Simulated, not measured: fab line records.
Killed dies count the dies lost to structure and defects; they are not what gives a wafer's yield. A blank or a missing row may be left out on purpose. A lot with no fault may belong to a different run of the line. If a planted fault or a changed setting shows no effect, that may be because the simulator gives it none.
What tool caused it? | flow berkeley_cmos170 | 39 wafers from 13 lots sampled at 3 of the route's 331 steps

## WHAT THE GAUGES SHOWED, per wafer
UCB170_FIELD_THK_MEAS_02.
lot  | measured     | on            | FIELD_OXIDE_THK (nm)
L740 | day 6 00:50  | film_metro-04 | 529 527 520
L742 | day 6 12:02  | film_metro-04 | 535 538 543
L748 | day 7 15:12  | film_metro-02 | 556 556 564
L750 | day 7 15:21  | film_metro-02 | 552 544 556
L746 | day 7 15:16  | film_metro-02 | 551 565 560
L752 | day 8 02:44  | film_metro-04 | 557 565 557
L753 | day 8 14:53  | film_metro-01 | 549 545 549
L754 | day 8 14:50  | film_metro-04 | 543 549 563
L755 | day 8 14:46  | film_metro-04 | 547 559 546
L756 | day 8 14:50  | film_metro-01 | 535 539 552
L758 | day 9 07:34  | film_metro-02 | 549 550 559
L761 | day 9 20:49  | film_metro-02 | 565 556 557
L762 | day 10 04:02 | film_metro-02 | 563 557 569

UCB170_NVT_TW_MEAS_09.
lot  | measured     | on            | NVT_TW
L740 | day 7 08:52  | film_metro-02 | 515 518 517
L742 | day 7 19:56  | film_metro-03 | 522 521 524
L748 | day 8 17:54  | film_metro-03 | 518 521 520
L750 | day 8 17:27  | film_metro-03 | 524 522 520
L746 | day 8 17:41  | film_metro-01 | 529 528 527
L752 | day 9 08:36  | film_metro-02 | 519 519 518
L753 | day 10 00:16 | film_metro-02 | 515 515 515
L754 | day 10 00:30 | film_metro-01 | 528 527 527
L755 | day 10 00:42 | film_metro-02 | 512 513 516
L756 | day 10 00:07 | film_metro-01 | 527 525 525
L758 | day 10 10:05 | film_metro-02 | 514 515 515
L761 | day 11 03:13 | film_metro-03 | 524 522 525
L762 | day 11 12:01 | film_metro-01 | 534 530 530

## WHAT TOOL EACH LOT RAN ON (gives the tool, then ch and the chambers of the sampled wafers, and finally the start)
lot  | UCB170_PWELL_STRIP_16
L740 | plasma_asher-03 ch 0,1, day 4 00:41
L742 | plasma_asher-03 ch 0,1, day 4 15:52
L748 | plasma_asher-02 ch 0,1, day 5 16:36
L750 | plasma_asher-02 ch 0,1, day 5 16:55
L746 | plasma_asher-03 ch 0,1, day 5 17:09
L752 | plasma_asher-03 ch 0,1, day 6 12:56
L753 | plasma_asher-03 ch 0,1, day 6 19:47
L754 | plasma_asher-01 ch 0,1, day 6 20:22
L755 | plasma_asher-01 ch 0,1, day 6 20:37
L756 | plasma_asher-01 ch 0,1, day 6 20:53
L758 | plasma_asher-02 ch 0,1, day 7 09:44
L761 | plasma_asher-03 ch 0,1, day 7 22:00
L762 | plasma_asher-01 ch 0,1, day 8 04:12
- UCB170_PWELL_STRIP_16: strips in O2.

## AS READ BY THE TOOLS THEMSELVES (means over the sampled wafers that have a number; for cases with no such wafer, the mark the record gives instead)
UCB170_PWELL_STRIP_16.
lot  | tool            | drypump_motor_current_A (A) | oes_product_au (a.u.) | strip_time_to_endpoint_s (s)
L740 | plasma_asher-03 | 5.6                         | 0.722                 | 18.21
L742 | plasma_asher-03 | 5.6                         | 0.720                 | 18.05
L748 | plasma_asher-02 | 5.1                         | 0.721                 | 18.23
L750 | plasma_asher-02 | 5.1                         | 0.723                 | 18.05
L746 | plasma_asher-03 | 6.1                         | 0.719                 | 18.10
L752 | plasma_asher-03 | 6.1                         | 0.720                 | 17.98
L753 | plasma_asher-03 | 6.0                         | 0.725                 | 18.15
L754 | plasma_asher-01 | 5.2                         | 0.717                 | 18.11
L755 | plasma_asher-01 | 5.2                         | 0.719                 | 18.20
L756 | plasma_asher-01 | 5.1                         | 0.724                 | 18.12
L758 | plasma_asher-02 | 5.4                         | 0.725                 | 18.15
L761 | plasma_asher-03 | 6.1                         | 0.723                 | 18.07
L762 | plasma_asher-01 | 5.1                         | 0.717                 | 17.97

## THE ANSWER, worked out from the rows above alone
Rule: the lots themselves supply what counts as usual. The widest of any qualifying gaps counts: lots, ordered by their means at a reading, are off when they make up no more than a third of the lots, leave a main group of 4 or more, and stand apart from it by 3 or more times the standard deviation of that group's means. A main group whose means are all the same, to the digits that the tables above print for the reading, isn't used. A lot without any number at a reading at which 4 lots or more have one is off too. The other lots that the step has rows for count as sound. After the gauges, taken in route order, come the tools' own readings; for these a lot's mean is taken, as printed above. The first step at which some lot is off is used, and at that step the reading that is off furthest; a lot without a number counts as furthest.
Across all readings shown, no lot is off: no conclusion can be drawn from this.

## WHAT WAS PUT IN BY THE SIMULATOR
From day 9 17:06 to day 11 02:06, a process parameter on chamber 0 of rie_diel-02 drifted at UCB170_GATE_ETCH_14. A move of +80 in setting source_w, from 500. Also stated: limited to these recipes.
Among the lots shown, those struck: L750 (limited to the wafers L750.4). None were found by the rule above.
